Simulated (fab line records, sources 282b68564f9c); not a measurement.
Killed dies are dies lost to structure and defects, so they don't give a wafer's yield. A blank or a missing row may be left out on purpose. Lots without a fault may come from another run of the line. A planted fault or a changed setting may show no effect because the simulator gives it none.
Which tool did it? | flow rit_cmos | 14 lots, 42 wafers sampled, at 2 steps of a route of 202

WHAT THE GAUGES READ, wafer by wafer
The record holds no reading of a measuring or inspecting step that can be judged against a usual standard deviation.

WHICH TOOL RAN EACH LOT (tool, then ch and the chambers of the sampled wafers, then the start)
lot  | RIT_M1_STRIP_14                     | RIT_M1_PROBE_99
L822 | plasma_asher-03 ch 0,1, day 3 12:33 | prober-02, day 3 14:28
L823 | plasma_asher-01 ch 0,1, day 3 16:57 | prober-01, day 3 18:55
L824 | plasma_asher-01 ch 0,1, day 3 18:03 | prober-02, day 3 20:22
L825 | plasma_asher-03 ch 0,1, day 4 00:00 | prober-01, day 4 03:07
L827 | plasma_asher-01 ch 0,1, day 4 10:04 | prober-02, day 4 12:02
L828 | plasma_asher-03 ch 0,1, day 4 13:28 | prober-01, day 4 16:43
L830 | plasma_asher-02 ch 0,1, day 4 23:38 | prober-01, day 5 01:32
L833 | plasma_asher-03 ch 0,1, day 5 13:50 | prober-01, day 5 15:49
L835 | plasma_asher-03 ch 0,1, day 6 00:42 | prober-01, day 6 02:40
L839 | plasma_asher-03 ch 0,1, day 6 22:32 | prober-01, day 7 00:29
L841 | plasma_asher-01 ch 0,1, day 7 07:59 | prober-01, day 7 10:11
L842 | plasma_asher-01 ch 1, day 7 11:26   | prober-02, day 7 14:40
L843 | plasma_asher-01 ch 0,1, day 7 15:37 | prober-01, day 7 17:35
L845 | plasma_asher-02 ch 0,1, day 8 01:23 | prober-01, day 8 06:17
- RIT_M1_STRIP_14: strips in O2, time 180 s.
- RIT_M1_PROBE_99

WHAT THE TOOLS THEMSELVES READ (means of the sampled wafers that have a number; where no wafer has one, the mark that the record gives instead)
RIT_M1_STRIP_14.
lot  | tool            | drypump_motor_current_A (A)
L822 | plasma_asher-03 | 6.3
L823 | plasma_asher-01 | 5.3
L824 | plasma_asher-01 | 5.1
L825 | plasma_asher-03 | 5.9
L827 | plasma_asher-01 | 5.3
L828 | plasma_asher-03 | 6.3
L830 | plasma_asher-02 | 5.6
L833 | plasma_asher-03 | 6.2
L835 | plasma_asher-03 | 6.2
L839 | plasma_asher-03 | 5.9
L841 | plasma_asher-01 | 5.3
L842 | plasma_asher-01 | 5.1
L843 | plasma_asher-01 | 5.3
L845 | plasma_asher-02 | 5.8

RIT_M1_PROBE_99.
lot  | tool      | defect_limited_yield (%) | killed_at_M0_to_M3 | killed_at_contacts | killed_at_front_end | killed_dies | killed_on_rim | killed_open | killed_short | sort_bin_3_pad_short (%) | sort_bin_5_function (%) | sort_bin_6_memory (%) | sort_n_pass | sort_yield_pct (%)
L822 | prober-02 | 97.8                     | 0.0                | 0.0                | 5.7                 | 5.7         | 1.7           | 3.0         | 3            | 0.3                      | 1.1                     | 0.8                   | 258.3       | 97.8
L823 | prober-01 | 97.8                     | 0.0                | 0.0                | 5.7                 | 5.7         | 1.3           | 2.7         | 3            | 0.1                      | 1.3                     | 0.8                   | 258.3       | 97.8
L824 | prober-02 | 97.0                     | 0.0                | 0.0                | 8.0                 | 8.0         | 1.0           | 4.3         | 4            | 0.0                      | 2.4                     | 0.7                   | 256.0       | 97.0
L825 | prober-01 | 96.1                     | 0.0                | 0.3                | 10.0                | 10.3        | 1.7           | 5.7         | 5            | 0.0                      | 1.8                     | 2.2                   | 253.7       | 96.1
L827 | prober-02 | 98.8                     | 0.0                | 0.0                | 3.0                 | 3.0         | 1.0           | 1.0         | 2            | 0.1                      | 0.5                     | 0.5                   | 261.0       | 98.8
L828 | prober-01 | 97.7                     | 0.3                | 0.0                | 5.7                 | 6.0         | 0.3           | 3.3         | 3            | 0.1                      | 0.9                     | 1.3                   | 258.0       | 97.7
L830 | prober-01 | 98.3                     | 0.0                | 0.0                | 4.3                 | 4.3         | 2.0           | 2.3         | 2            | 0.1                      | 1.2                     | 0.4                   | 259.7       | 98.3
L833 | prober-01 | 98.1                     | 0.0                | 0.0                | 5.0                 | 5.0         | 1.3           | 3.7         | 1            | 0.1                      | 1.3                     | 0.5                   | 259.0       | 98.1
L835 | prober-01 | 89.3                     | 19.7               | 0.0                | 8.7                 | 28.3        | 10.0          | 3.7         | 5            | 1.4                      | 7.8                     | 1.5                   | 235.7       | 89.3
L839 | prober-01 | 89.5                     | 23.3               | 0.0                | 4.3                 | 27.7        | 6.7           | 2.7         | 2            | 1.0                      | 7.2                     | 2.3                   | 236.3       | 89.5
L841 | prober-01 | 97.0                     | 0.0                | 0.0                | 8.0                 | 8.0         | 2.0           | 4.0         | 4            | 0.4                      | 1.2                     | 1.4                   | 256.0       | 97.0
L842 | prober-02 | 97.9                     | 0.0                | 0.0                | 5.7                 | 5.7         | 1.7           | 2.7         | 3            | 0.0                      | 1.0                     | 1.2                   | 258.3       | 97.9
L843 | prober-01 | 96.6                     | 0.0                | 0.0                | 9.0                 | 9.0         | 3.3           | 3.3         | 6            | 0.4                      | 1.6                     | 1.4                   | 255.0       | 96.6
L845 | prober-01 | 97.7                     | 0.0                | 0.0                | 6.0                 | 6.0         | 2.0           | 4.0         | 2            | 0.0                      | 1.0                     | 1.3                   | 258.0       | 97.7

THE ANSWER, worked out from the rows above alone
Rule: what is usual is taken from the lots themselves. Put in order of their means at a reading, lots are off if they are a third of the lots or fewer, leave a main group of 4 or more, and stand apart from it by a gap of 3 or more times the standard deviation of the main group's means; of several such gaps the widest counts. A main group whose means are all the same, to the digits that the tables above print for the reading, isn't used. A lot without any number at a reading at which 4 lots or more have one is off too. The other lots that the step has rows for count as sound. The gauges are gone through in route order, then the tools' own readings, and for those a lot's mean is taken as printed above. The first step at which some lot is off is used, and at that step the reading that is off furthest; a lot without a number counts as furthest.
Off: L835, L839, at RIT_M1_PROBE_99 (killed_at_M0_to_M3). The main group: mean 0.0, standard deviation 0.083.
A tool fits if, at that step or a process step before it, it ran every lot that is off, and no sound lot after the first of them. One fits: plasma_asher-03 at RIT_M1_STRIP_14. Its last sound lot is L833 (day 5 13:50), its first lot that is off L835 (day 6 00:42): a fault that began between those two fits.

WHAT THE SIMULATOR HAD PUT IN
Chamber particle source: plasma_asher-03, from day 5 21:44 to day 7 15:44, at RIT_M1_STRIP_14. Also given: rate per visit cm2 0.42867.
Lots struck among those shown: L835, L839. The rule above found the same.
